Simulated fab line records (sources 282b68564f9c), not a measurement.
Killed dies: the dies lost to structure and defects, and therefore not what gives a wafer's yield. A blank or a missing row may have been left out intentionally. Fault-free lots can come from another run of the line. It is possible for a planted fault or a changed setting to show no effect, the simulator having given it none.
fab line records    flow rit_cmos
record lots=5  wafers=15  last_day=6
route steps=202 shown M1@196
lots that met no fault: from a run of the same line without faults
start_h: hours from the record's first day to the start of the lot's first wafer shown    wait_h: hours since the lot's step before    " identical to the entry in the row above    L1.1+2: a row that stands for several wafers    - either no value or no given start    * or withheld: withheld    < > ~ a bound
route shown NAME@n: NAME is a module with steps in the file, n the number in the route of the first one    usual: average and standard deviation across the fault-free wafers    same: alike in all rows    chamber/n: place in a boat    sites: the reading at each site    _std_site: how widely they spread, as a standard deviation    _edge_site: inner sites' mean taken away from outer sites' mean    radius_mm: how far each site lies from the wafer's centre    mask NAME#n: copy n    behind: tool/chamber where the wafer was last shaped    hold: the reason the lot was held/the length of the hold in hours/how it ended    device: the n, p or np transistor that did not switch    end of line: the same wafers' tests at the end of the route    a step given without rows: its recipe and nothing more    killed: dies lost to structure and defects at the first sort, not the wafer's yield    map: dies across one wafer; x = killed, . = not, _ = none there
set.NAME: the setting the step ran with; set.NAME@STEP: the setting that earlier step ran with    model.NAME: the simulator's own value behind a step, which no gauge read
a table for each step, a row for each wafer; lots at some steps of the route
services: from which hour (start_h, from the record's first day; less than 0 if before it) a tool's chamber was out of use, for how many hours, and why
## steps
# step RIT_M1_METAL_ETCH_12
# recipe stop_on=SiO2  chemistry=Cl2/BCl3  target=Al  time_s=165  over_etch_frac=0.5  pressure_mtorr=100  target_depth_a=6000  rf_w=250  Cl2_flow_sccm=60  bcl3_flow_sccm=50
# usual bcl3_flow_sccm=49.97/0.15  drypump_motor_current_A=5.8/0.55  mfc_cl2_sccm=60.01/0.2  oes_product_au=0.771/0.012  throttle_valve_pct=8.20/0.12
lot.wafer  tool          chamber  start_h  wait_h  bcl3_flow_sccm  drypump_motor_current_A  mfc_cl2_sccm  oes_product_au  rf_hours_counter_h  throttle_valve_pct
L074.1     rie_metal-01  0        55.29    0.2     50.09           6.5                      60.07         0.760           4                   8.39
L074.2     "             1        "        "       49.98           5.2                      60.02         0.772           4                   8.01
L074.3     "             1        "        "       50.04           5.2                      60.06         0.774           -                   8.03
L079.2     rie_metal-02  1        79.32    0.2     49.94           6.0                      60.07         0.749           38                  8.21
L079.3     "             0        "        "       49.92           6.6                      60.03         0.779           -                   8.15
L079.5     "             1        "        "       49.87           6.0                      59.92         0.752           -                   8.20
L085.3     rie_metal-02  1        113.92   0.2     49.92           5.9                      59.67         0.733           -                   8.19
L085.4     "             0        "        "       50.32           6.6                      59.86         0.765           -                   8.14
L085.5     "             0        "        "       50.11           6.6                      59.94         0.759           -                   8.15
L087.1     rie_metal-03  0        133.46   0.2     49.95           5.6                      60.02         0.791           1                   8.32
L087.3     "             0        "        "       49.97           5.6                      59.87         0.795           -                   8.34
L087.5     "             0        "        "       49.87           5.6                      59.82         0.783           -                   8.33
L089.2     rie_metal-01  0        138.71   0.2     49.93           6.5                      59.81         0.760           5                   8.36
L089.4     "             1        "        "       49.85           5.2                      60.04         0.771           -                   8.01
L089.5     "             1        "        "       49.98           5.2                      59.92         0.784           -                   8.04
# step RIT_M1_STRIP_13
# recipe chemistry=nmp  resist=NOVOLAK  temp_c=80  time_s=600  dry=n2_spin
lot.wafer   tool          chamber  start_h  wait_h
L074.1+2+3  wet_bench-01  1        55.45    0.1
L079.2+3+5  wet_bench-01  0        79.48    0.1
L085.3+4+5  wet_bench-02  1        114.03   0.1
L087.1+3+5  wet_bench-01  0        133.62   0.1
L089.2+4+5  wet_bench-02  0        138.87   0.1
# step RIT_M1_STRIP_14
# recipe chemistry=O2  time_s=180  platen_temp_c=withheld  power_w=500  pressure_mtorr=4000  o2_flow_sccm=4000
# usual drypump_motor_current_A=5.5/0.56
lot.wafer  tool             chamber  start_h  wait_h  drypump_motor_current_A  rf_hours_counter_h
L074.1     plasma_asher-03  1        55.63    0.0     5.0                      40
L074.2     "                0        "        "       6.2                      40
L074.3     "                0        "        "       6.2                      -
L079.2     plasma_asher-03  0        79.66    0.0     6.3                      42
L079.3     "                1        "        "       5.1                      -
L079.5     "                0        "        "       6.2                      -
L085.3     plasma_asher-03  1        114.26   0.1     5.1                      -
L085.4     "                0        "        "       6.3                      -
L085.5     "                1        "        "       5.0                      -
L087.1     plasma_asher-01  0        133.97   0.0     5.2                      34
L087.3     "                1        "        "       4.8                      -
L087.5     "                0        "        "       5.2                      -
L089.2     plasma_asher-03  0        139.05   0.0     6.3                      48
L089.4     "                1        "        "       5.0                      -
L089.5     "                0        "        "       6.3                      -
# step RIT_M1_CD_MEAS_90
# recipe target_cd_nm=2600
# usual cd_nm=2600.2/2.1
lot.wafer  tool       chamber  start_h  wait_h  cd_nm
L074.1     cd_sem-02  -        55.80    0.1     2599.6
L074.2     "          -        "        "       2603.4
L074.3     "          -        "        "       2603.5
L079.2     cd_sem-02  -        79.85    0.1     2598.2
L079.3     "          -        "        "       2599.2
L079.5     "          -        "        "       2599.9
L085.3     cd_sem-01  -        114.42   0.1     2600.9
L085.4     "          -        "        "       2599.6
L085.5     "          -        "        "       2597.4
L087.1     cd_sem-02  -        134.15   0.1     2601.4
L087.3     "          -        "        "       2602.0
L087.5     "          -        "        "       2603.0
L089.2     cd_sem-02  -        139.24   0.1     2597.1
L089.4     "          -        "        "       2600.3
L089.5     "          -        "        "       2598.8
# step RIT_M1_ANNEAL_15
# recipe temp_c=450  time_s=1800  ambient=forming_gas_H2N2
# usual spike_tc_load_C=470.4/1.4  tube_center_temp_C_max=451.17/0.19
lot.wafer  tool  chamber  start_h  wait_h  spike_tc_load_C  tube_center_temp_C_max
L074.1     -     -        55.92    0.1     468.3            451.01
L074.2     "     -        "        "       470.2            451.11
L074.3     "     -        "        "       468.4            451.02
L079.2     -     -        81.19    1.3     471.1            451.24
L079.3     "     -        "        "       468.9            451.32
L079.5     "     -        "        "       471.8            451.57
L085.3     -     -        115.36   0.9     470.3            451.33
L085.4     "     -        "        "       468.8            450.98
L085.5     "     -        "        "       469.8            451.02
L087.1     -     -        134.43   0.3     469.0            451.09
L087.3     "     -        "        "       470.4            451.03
L087.5     "     -        "        "       469.1            451.04
L089.2     -     -        139.34   0.1     468.2            451.30
L089.4     "     -        "        "       468.4            451.11
L089.5     "     -        "        "       468.1            451.04
# step RIT_M1_BOW_MEAS_16
# recipe mode=bow
# usual M1_BOW=17/6.8
lot.wafer  tool           chamber  start_h  wait_h  M1_BOW[um]
L074.1     film_metro-02  -        57.42    0.0     13
L074.2     "              -        "        "       17
L074.3     "              -        "        "       18
L079.2     film_metro-01  -        82.71    0.0     24
L079.3     "              -        "        "       15
L079.5     "              -        "        "       20
L085.3     film_metro-02  -        116.90   0.0     21
L085.4     "              -        "        "       15
L085.5     "              -        "        "       21
L087.1     film_metro-02  -        135.93   0.0     17
L087.3     "              -        "        "       22
L087.5     "              -        "        "       14
L089.2     film_metro-02  -        140.86   0.0     28
L089.4     "              -        "        "       12
L089.5     "              -        "        "       13
# step RIT_M1_PROBE_99
# usual defect_limited_yield=97.5/1  killed_at_M0_to_M3=0.0/0.12  killed_at_front_end=6.6/2.7  killed_dies=6.6/2.7  killed_open=3.3/1.8  killed_short=3.4/1.9  sort_bin_3_pad_short=0.1/0.19  sort_bin_5_function=1.5/0.78  sort_bin_6_memory=0.9/0.63  sort_n_pass=257.4/2.7  sort_yield_pct=97.5/1
# same gross_dies=264  killed_at_M4_up=0  killed_at_back_side=0  killed_at_contacts=0  killed_at_other=0
lot.wafer  tool       chamber  start_h  wait_h  defect_limited_yield[%]  killed_at_M0_to_M3  killed_at_front_end  killed_dies  killed_open  killed_short  sort_bin_3_pad_short[%]  sort_bin_5_function[%]  sort_bin_6_memory[%]  sort_n_pass  sort_yield_pct[%]
L079.2     prober-02  -        82.86    0.1     98.1                     0                   5                    5            3            2             0                        1.9                     0                     259.0        98.1
L079.3     prober-02  -        82.91    0.2     97.0                     0                   8                    8            2            6             0                        1.5                     1.5                   256.0        97.0
L079.5     prober-02  -        83.01    0.2     96.2                     0                   10                   10           4            6             0                        1.9                     1.9                   254.0        96.2
L085.3     prober-02  -        117.08   0.2     97.0                     0                   8                    8            3            5             0                        0.8                     2.3                   256.0        97.0
L085.4     prober-02  -        117.13   0.2     95.8                     0                   11                   11           6            5             0.4                      1.9                     1.9                   253.0        95.8
L085.5     prober-02  -        117.18   0.2     96.6                     1                   8                    9            8            1             0                        1.5                     1.9                   255.0        96.6
L087.1     prober-02  -        136.05   0.1     97.3                     0                   7                    7            5            2             0                        1.1                     1.5                   257.0        97.3
L087.3     prober-02  -        136.15   0.2     98.1                     0                   5                    5            3            2             0.4                      1.5                     0                     259.0        98.1
L087.5     prober-02  -        136.25   0.2     98.1                     0                   5                    5            2            3             0                        0.4                     1.5                   259.0        98.1
# killed by level:class
L079.2 REOX:geometric_particle:open=2 SILICIDE:geometric_particle:short=2 GATE:geometric_particle:open=1
L079.3 GATE:geometric_particle:short=4 GATE:geometric_particle:open=2 FOX1:geometric_particle:short=1 FOX2:geometric_particle:short=1
L079.5 GATE:geometric_particle:short=2 REOX:geometric_particle:short=2 REOX:geometric_particle:open=2 FOX1:geometric_particle:short=1 FOX1:geometric_particle:open=1 FOX2:geometric_particle:short=1 SPACER:geometric_particle:open=1
L085.3 SILICIDE:geometric_particle:open=3 GATE:geometric_particle:short=2 SPACER:geometric_particle:short=2 SILICIDE:geometric_particle:short=1
L085.4 GATE:geometric_particle:open=3 REOX:geometric_particle:short=2 SPACER:geometric_particle:short=2 FOX2:geometric_particle:open=1 SPACER:geometric_particle:open=1 SILICIDE:geometric_particle:open=1 SILICIDE:geometric_particle:short=1
L085.5 SILICIDE:geometric_particle:open=3 FOX2:geometric_particle:open=2 SPACER:geometric_particle:open=2 GATE:geometric_particle:open=1 M1:geometric_particle:short=1
L087.1 GATE:geometric_particle:open=4 GATE:geometric_particle:short=1 SPACER:geometric_particle:open=1 SILICIDE:geometric_particle:short=1
L087.3 FOX1:geometric_particle:open=2 GATE:geometric_particle:open=1 GATE:geometric_particle:short=1 SILICIDE:geometric_particle:short=1
L087.5 FOX1:geometric_particle:open=1 FOX2:geometric_particle:short=1 GATE:geometric_particle:short=1 GATE:geometric_particle:open=1 SPACER:geometric_particle:short=1
## services
tool             chamber  start_h  hours  kind
plasma_asher-01  -        73.99    2.6    repair
wet_bench-02     -        99.21    6.7    repair
furnace-04       -        99.56    3.8    pm
plasma_asher-03  -        111.94   2.0    repair
furnace-03       -        114.11   3.7    pm
rie_metal-02     -        136.12   20.0   pm
rie_metal-02     0        136.12   20.0   vent_cycle
rie_metal-02     1        136.12   20.0   vent_cycle
plasma_asher-01  -        137.35   4.3    pm
## key
fault none
